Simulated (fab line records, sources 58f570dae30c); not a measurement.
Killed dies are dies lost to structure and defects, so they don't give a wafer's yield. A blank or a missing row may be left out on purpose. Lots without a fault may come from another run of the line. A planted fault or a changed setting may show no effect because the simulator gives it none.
Tool commonality check | flow berkeley_cmos170 | 14 lots, 42 wafers sampled

WHY IT WAS OPENED
At UCB170_PVT_TW_MEAS_09 the reading PVT_TW is flagged on 2 of 14 lots. Wafers without a fault read 512, standard deviation 5.7.
Rule: a lot is flagged when every wafer of it that has a number lies more than 4 standard deviations from that mean, or none has a number. The other lots count as sound.

lot  | measured    | on            | PVT_TW, wafer by wafer | flag
L350 | day 6 01:53 | film_metro-03 | 508 508 509            |
L352 | day 6 12:01 | film_metro-02 | 513 514 512            |
L355 | day 6 22:28 | film_metro-04 | 515 516 516            |
L353 | day 6 22:45 | film_metro-04 | 513 513 515            |
L357 | day 7 08:03 | film_metro-02 | 516 517 520            |
L359 | day 7 08:28 | film_metro-04 | 516 516 511            |
L364 | day 8 09:56 | film_metro-02 | 512 511 511            |
L363 | day 8 10:28 | film_metro-02 | 487 489 487            | FLAGGED
L366 | day 8 20:30 | film_metro-02 | 515 515 512            |
L365 | day 8 20:46 | film_metro-03 | 474 473 475            | FLAGGED
L367 | day 8 21:00 | film_metro-04 | 513 514 516            |
L371 | day 9 20:37 | film_metro-03 | 501 502 502            |
L369 | day 9 20:58 | film_metro-03 | 501 506 503            |
L370 | day 9 21:13 | film_metro-02 | 517 517 518            |
The numbers of the flagged lots are 481 on average: -31 against the usual, or -5 standard deviations.

WHICH TOOL RAN EACH LOT
The record holds 2 process steps before the reading, out of a route of 331 steps. In each cell: the tool, then ch and the chambers that the sampled wafers went through, then the start.
lot  | flag    | UCB170_ACTIVE_STRIP_16              | UCB170_PVT_IMPLANT_07
L350 |         | plasma_asher-01 ch 0,1, day 4 12:17 | implanter-03 ch 0, day 6 01:39
L352 |         | plasma_asher-01 ch 0,1, day 5 01:16 | implanter-04 ch 0, day 6 11:46
L355 |         | plasma_asher-03 ch 0,1, day 5 13:38 | implanter-01 ch 0, day 6 22:13
L353 |         | plasma_asher-04 ch 0,1, day 5 14:27 | implanter-03 ch 0, day 6 22:31
L357 |         | plasma_asher-04 ch 0,1, day 5 21:19 | implanter-03 ch 0, day 7 07:48
L359 |         | plasma_asher-03 ch 0,1, day 5 20:59 | implanter-04 ch 0, day 7 08:13
L364 |         | plasma_asher-01 ch 0,1, day 7 02:58 | implanter-01 ch 0, day 8 09:41
L363 | FLAGGED | plasma_asher-01 ch 0,1, day 7 02:42 | implanter-03 ch 0, day 8 10:13
L366 |         | plasma_asher-01 ch 0,1, day 7 14:20 | implanter-01 ch 0, day 8 20:15
L365 | FLAGGED | plasma_asher-04 ch 0,1, day 7 14:16 | implanter-03 ch 0, day 8 20:31
L367 |         | plasma_asher-03 ch 0, day 7 14:28   | implanter-01 ch 0, day 8 20:46
L371 |         | plasma_asher-04 ch 0,1, day 8 10:16 | implanter-01 ch 0, day 9 20:22
L369 |         | plasma_asher-04 ch 0,1, day 8 11:22 | implanter-04 ch 0, day 9 20:43
L370 |         | plasma_asher-04 ch 0,1, day 8 11:17 | implanter-01 ch 0, day 9 21:00
What these steps do:
- UCB170_ACTIVE_STRIP_16: strips in O2.
- UCB170_PVT_IMPLANT_07
- UCB170_PVT_TW_MEAS_09

FLAGGED OVER TOTAL, TOOL BY TOOL (the gauges that took the reading come last)
step                   | tool            | lots run | flagged | share of the flagged lots | sound lots run after its first flagged lot
UCB170_ACTIVE_STRIP_16 | plasma_asher-01 | 5        | 1       | some                      | 2 (L364,L366)
UCB170_ACTIVE_STRIP_16 | plasma_asher-03 | 3        | 0       | none                      | -
UCB170_ACTIVE_STRIP_16 | plasma_asher-04 | 6        | 1       | some                      | 3 (L371,L370,L369)
UCB170_PVT_IMPLANT_07  | implanter-01    | 6        | 0       | none                      | -
UCB170_PVT_IMPLANT_07  | implanter-03    | 5        | 2       | all                       | 0
UCB170_PVT_IMPLANT_07  | implanter-04    | 3        | 0       | none                      | -
UCB170_PVT_TW_MEAS_09  | film_metro-02   | 6        | 1       | some                      | 2 (L366,L370)
UCB170_PVT_TW_MEAS_09  | film_metro-03   | 4        | 1       | some                      | 2 (L371,L369)
UCB170_PVT_TW_MEAS_09  | film_metro-04   | 4        | 0       | none                      | -

WHAT THE TABLE ALLOWS
1 row of the table ran every flagged lot: implanter-03 at UCB170_PVT_IMPLANT_07.
- implanter-03 at UCB170_PVT_IMPLANT_07: 2 of its 5 lots flagged. Its last sound lot is L357 (day 7 07:48), its first flagged lot L363 (day 8 10:13): a fault that began between those two fits. Its own readings lie more than 4 standard deviations out on every wafer of the flagged lots: beam_energy_keV.
One tool is left: implanter-03 at UCB170_PVT_IMPLANT_07.

WHAT THE SIMULATOR HAD PUT IN
Process parameter drift: implanter-03, from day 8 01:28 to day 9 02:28, at UCB170_PVT_IMPLANT_07. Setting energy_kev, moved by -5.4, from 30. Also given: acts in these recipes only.
Lots struck among those shown: L363, L365. The rule above found the same.
